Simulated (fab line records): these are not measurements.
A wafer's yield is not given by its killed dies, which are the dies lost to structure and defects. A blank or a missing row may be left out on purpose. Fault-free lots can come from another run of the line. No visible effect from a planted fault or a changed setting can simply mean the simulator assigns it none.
A struck lot beside a sound one :: flow rit_cmos :: 17 steps out of a route of 202
Sound: these wafers, L607.2, L607.3, L607.6. Wafers struck: L620.1, L620.2, L620.6. At the end, the cause is stated.
At each step with rows: each side's tool, then ch and its chambers, then its first start. Under that, the readings that differ: sound wafers :: struck wafers :: difference of the means :: sigmas: that difference in standard deviations of wafers without a fault.
alike: readings whose means differ by less than 2 such deviations, and words and numbers that are the same on both sides. not compared: withheld readings, readings that some wafer has no value for, bounds like >300 that may hide the same value, and numbers for which the record gives no deviation and whose values overlap.
The two part at a step that has a row with sigmas, a row that says differs or no value, or rows on one side only. Numbers that don't overlap but have no deviation are shown without sigmas and don't part them. A reading missing from all wafers of one side parts the sides only when that side holds two or more wafers.

first, 1 step without rows for these wafers: RIT_PRETRO_DEVELOP_05 (develop time 68 s).
RIT_PRETRO_OVL_MEAS_06:
  sound on overlay-01, day 2 12:40; struck on overlay-01, day 5 06:25
  alike: PRETRO_OVL
then, 2 steps without rows for these wafers: RIT_PRETRO_HARDBAKE_07 (time 120 s); RIT_PRETRO_IMPLANT_08.
RIT_PRETRO_STRIP_09: strips in O2, time 180 s.
  sound on plasma_asher-02 ch 1, day 2 13:05; struck on plasma_asher-02 ch 0,1, day 5 06:51
  alike: drypump_motor_current_A
  not compared: rf_hours_counter_h
RIT_PRETRO_TW_MEAS_10:
  sound on film_metro-04, day 2 13:17; struck on film_metro-01, day 5 07:02
  alike: PRETRO_TW
then, 5 steps without rows for these wafers: RIT_GATE_WET_ETCH_00 (etches SiO2 in BOE, target depth 56 nm, time 60 s); RIT_GATE_CLEAN_01 (cleans in SC1, time 600 s); RIT_GATE_CLEAN_02 (cleans in dHF, time 30 s); RIT_GATE_CLEAN_03 (cleans in SC2, time 600 s); RIT_GATE_CLEAN_04 (cleans in dHF, time 60 s).
RIT_FOX2_THK_MEAS_91:
  sound on film_metro-02, day 2 13:45; struck on film_metro-03, day 5 07:30
  alike: FIELD_OXIDE_LEFT_2_THK
RIT_GATE_OXIDATION_05: target thk 3 nm, ox time 270 s.
  sound on furnace-03 ch 0, day 2 13:48; struck on furnace-03 ch 0, day 5 07:34
reading: ox_time_s (s)
sound: 270 270 270
struck: 391.5 391.5 391.5
difference: +121.5
sigmas: 

reading: model.SiO2_of_GATE_OXIDATION_05.thk_nm (nm)
sound: 3.134 3.054 3.04
struck: 4.034 4.072 4.064
difference: +0.981
sigmas: 
then, 1 step without rows for these wafers: RIT_GATE_ANNEAL_06 (time 600 s).
RIT_GATE_THK_MEAS_07:
  sound on film_metro-04, day 2 15:08; struck on film_metro-03, day 5 08:53
reading: GATE_OXIDE_THK (nm)
sound: 3.10 3.01 3.07
struck: 4.03 4.15 4.04
difference: +1.01
sigmas: +15
then, 1 step without rows for these wafers: RIT_GATE_CVD_08 (deposits poly-Si from SiH4, target thk 250 nm, time 2220 s).
RIT_M1_PROBE_99:
  sound on prober-01, day 3 14:25; struck on prober-01, day 6 08:45
reading: model.etest.pmos_0p3.r_on_ohm_um
sound: 6407 6335 6194
struck: 8185 8193 8243
difference: +1895
sigmas: 

reading: model.etest.pmos_turned.r_on_ohm_um
sound: 3363 3393 3348
struck: 4201 4174 4208
difference: +826
sigmas: 

reading: model.etest.pmos_0p15.r_on_ohm_um
sound: 2714 2747 2702
struck: 3435 3380 3405
difference: +686
sigmas: 

reading: model.etest.nmos_0p3.r_on_ohm_um
sound: 2174 2172 2156
struck: 2696 2700 2711
difference: +535
sigmas: 

reading: model.etest.nmos_0p15.r_on_ohm_um
sound: 1073 1133 1123
struck: 1290 1264 1280
difference: +168
sigmas: 

reading: model.etest.nmos_0p15.drive_ua_um
sound: 464.7 463.7 465
struck: 356.5 354 353.1
difference: -109.9
sigmas: 

reading: model.etest.nmos_narrow.drive_ua_um
sound: 210.5 222.7 217.5
struck: 148.6 144.7 143.9
difference: -71.2
sigmas: 

reading: model.etest.nmos_0p3.drive_ua_um
sound: 211.5 220.5 222.1
struck: 149.3 146.7 147.4
difference: -70.2
sigmas: 
  alike: killed_at_contacts, killed_at_front_end, killed_dies, killed_open, killed_short

## WHERE THEY PART
Only at RIT_GATE_THK_MEAS_07, within this record. Later steps at which nothing parts them and some readings are alike: RIT_M1_PROBE_99.

WHY: what had been put in by the simulator
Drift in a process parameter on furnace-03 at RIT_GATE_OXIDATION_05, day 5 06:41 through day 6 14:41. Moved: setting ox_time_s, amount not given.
